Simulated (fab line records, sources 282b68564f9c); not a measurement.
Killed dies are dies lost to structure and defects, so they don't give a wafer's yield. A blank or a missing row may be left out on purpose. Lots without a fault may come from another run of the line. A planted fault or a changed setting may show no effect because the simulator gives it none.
Which tool did it? | flow rit_cmos | 15 lots, 45 wafers sampled, at 3 steps of a route of 202

WHAT THE GAUGES READ, wafer by wafer
RIT_NWELL_TW_MEAS_10.
lot  | measured    | on            | NWELL_TW
L786 | day 2 02:41 | film_metro-01 | 2177 2184 2177
L787 | day 2 06:58 | film_metro-03 | 2131 2125 2124
L788 | day 2 12:31 | film_metro-01 | 2175 2172 2184
L789 | day 2 16:53 | film_metro-02 | 2129 2124 2136
L790 | day 2 21:57 | film_metro-03 | 2125 2144 2139
L791 | day 3 03:04 | film_metro-03 | 2145 2148 2150
L794 | day 3 19:44 | film_metro-01 | 2145 2154 2161
L795 | day 3 23:04 | film_metro-02 | 2137 2138 2141
L796 | day 4 05:18 | film_metro-02 | 2127 2118 2113
L797 | day 4 08:59 | film_metro-02 | 2124 2110 2127
L798 | day 4 14:30 | film_metro-01 | 2163 2172 2164
L800 | day 5 00:00 | film_metro-01 | 2168 2168 2150
L802 | day 5 10:46 | film_metro-01 | 2167 2169 2171
L806 | day 6 11:32 | film_metro-03 | 2140 2158 2142
L808 | day 6 19:10 | film_metro-03 | 2147 2141 2140

RIT_NRETRO_TW_MEAS_10.
lot  | measured    | on            | NRETRO_TW
L786 | day 2 11:14 | film_metro-02 | 1039 1044 1051
L787 | day 2 15:53 | film_metro-02 | 1042 1051 1047
L788 | day 2 21:07 | film_metro-01 | 1064 1066 1061
L789 | day 3 02:21 | film_metro-04 | 1050 1043 1041
L790 | day 3 07:24 | film_metro-02 | 1049 1041 1046
L791 | day 3 12:28 | film_metro-02 | 1042 1046 1045
L794 | day 4 04:25 | film_metro-02 | 1118 1121 1117
L795 | day 4 07:29 | film_metro-04 | 1042 1045 1046
L796 | day 4 13:51 | film_metro-02 | 1113 1120 1120
L797 | day 4 17:32 | film_metro-04 | 1122 1115 1124
L798 | day 4 23:58 | film_metro-04 | 1044 1039 1036
L800 | day 5 08:51 | film_metro-02 | 1049 1046 1048
L802 | day 5 19:26 | film_metro-01 | 1066 1063 1069
L806 | day 6 20:05 | film_metro-02 | 1052 1054 1054
L808 | day 7 03:35 | film_metro-02 | 1058 1052 1053

WHICH TOOL RAN EACH LOT (tool, then ch and the chambers of the sampled wafers, then the start)
lot  | RIT_NRETRO_IMPLANT_08
L786 | implanter-01 ch 0, day 2 10:56
L787 | implanter-02 ch 0, day 2 15:34
L788 | implanter-02 ch 0, day 2 20:48
L789 | implanter-01 ch 0, day 3 02:04
L790 | implanter-02 ch 0, day 3 07:05
L791 | implanter-02 ch 0, day 3 12:11
L794 | implanter-02 ch 0, day 4 04:06
L795 | implanter-04 ch 0, day 4 07:11
L796 | implanter-02 ch 0, day 4 13:32
L797 | implanter-02 ch 0, day 4 17:13
L798 | implanter-01 ch 0, day 4 23:38
L800 | implanter-04 ch 0, day 5 08:32
L802 | implanter-01 ch 0, day 5 19:07
L806 | implanter-04 ch 0, day 6 19:46
L808 | implanter-01 ch 0, day 7 03:16
- RIT_NRETRO_IMPLANT_08

WHAT THE TOOLS THEMSELVES READ (means of the sampled wafers that have a number; where no wafer has one, the mark that the record gives instead)
RIT_NRETRO_IMPLANT_08.
lot  | tool         | beam_energy_keV
L786 | implanter-01 | 70.012
L787 | implanter-02 | 69.999
L788 | implanter-02 | 70.005
L789 | implanter-01 | 70.000
L790 | implanter-02 | 69.977
L791 | implanter-02 | 70.002
L794 | implanter-02 | 94.529
L795 | implanter-04 | 70.020
L796 | implanter-02 | 94.499
L797 | implanter-02 | 94.483
L798 | implanter-01 | 69.991
L800 | implanter-04 | 69.974
L802 | implanter-01 | 70.001
L806 | implanter-04 | 69.995
L808 | implanter-01 | 70.004

THE ANSWER, worked out from the rows above alone
Rule: what is usual is taken from the lots themselves. Put in order of their means at a reading, lots are off if they are a third of the lots or fewer, leave a main group of 4 or more, and stand apart from it by a gap of 3 or more times the standard deviation of the main group's means; of several such gaps the widest counts. A main group whose means are all the same, to the digits that the tables above print for the reading, isn't used. A lot without any number at a reading at which 4 lots or more have one is off too. The other lots that the step has rows for count as sound. The gauges are gone through in route order, then the tools' own readings, and for those a lot's mean is taken as printed above. The first step at which some lot is off is used, and at that step the reading that is off furthest; a lot without a number counts as furthest.
Off: L794, L796, L797, at RIT_NRETRO_TW_MEAS_10 (NRETRO_TW). The main group: mean 1050, standard deviation 7.8.
A tool fits if, at a process step before that reading, it ran every lot that is off, and no sound lot after the first of them. The gauges at RIT_NRETRO_TW_MEAS_10 aren't tried: what is off there is off at RIT_NRETRO_IMPLANT_08 too, on other tools, and a gauge's error can't cause that. One fits: implanter-02 at RIT_NRETRO_IMPLANT_08. Its last sound lot is L791 (day 3 12:11), its first lot that is off L794 (day 4 04:06): a fault that began between those two fits.
The tool's own readings at RIT_NRETRO_IMPLANT_08 bear it out: on the lots that are off they differ by more than 5 times the standard deviation of the sound lots' means. beam_energy_keV reads 94.504 there against 69.998 on the sound lots.

WHAT THE SIMULATOR HAD PUT IN
Process parameter drift: implanter-02, from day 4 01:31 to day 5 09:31, at RIT_NRETRO_IMPLANT_08. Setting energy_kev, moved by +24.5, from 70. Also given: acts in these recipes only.
Lots struck among those shown: L794, L796, L797. The rule above found the same.
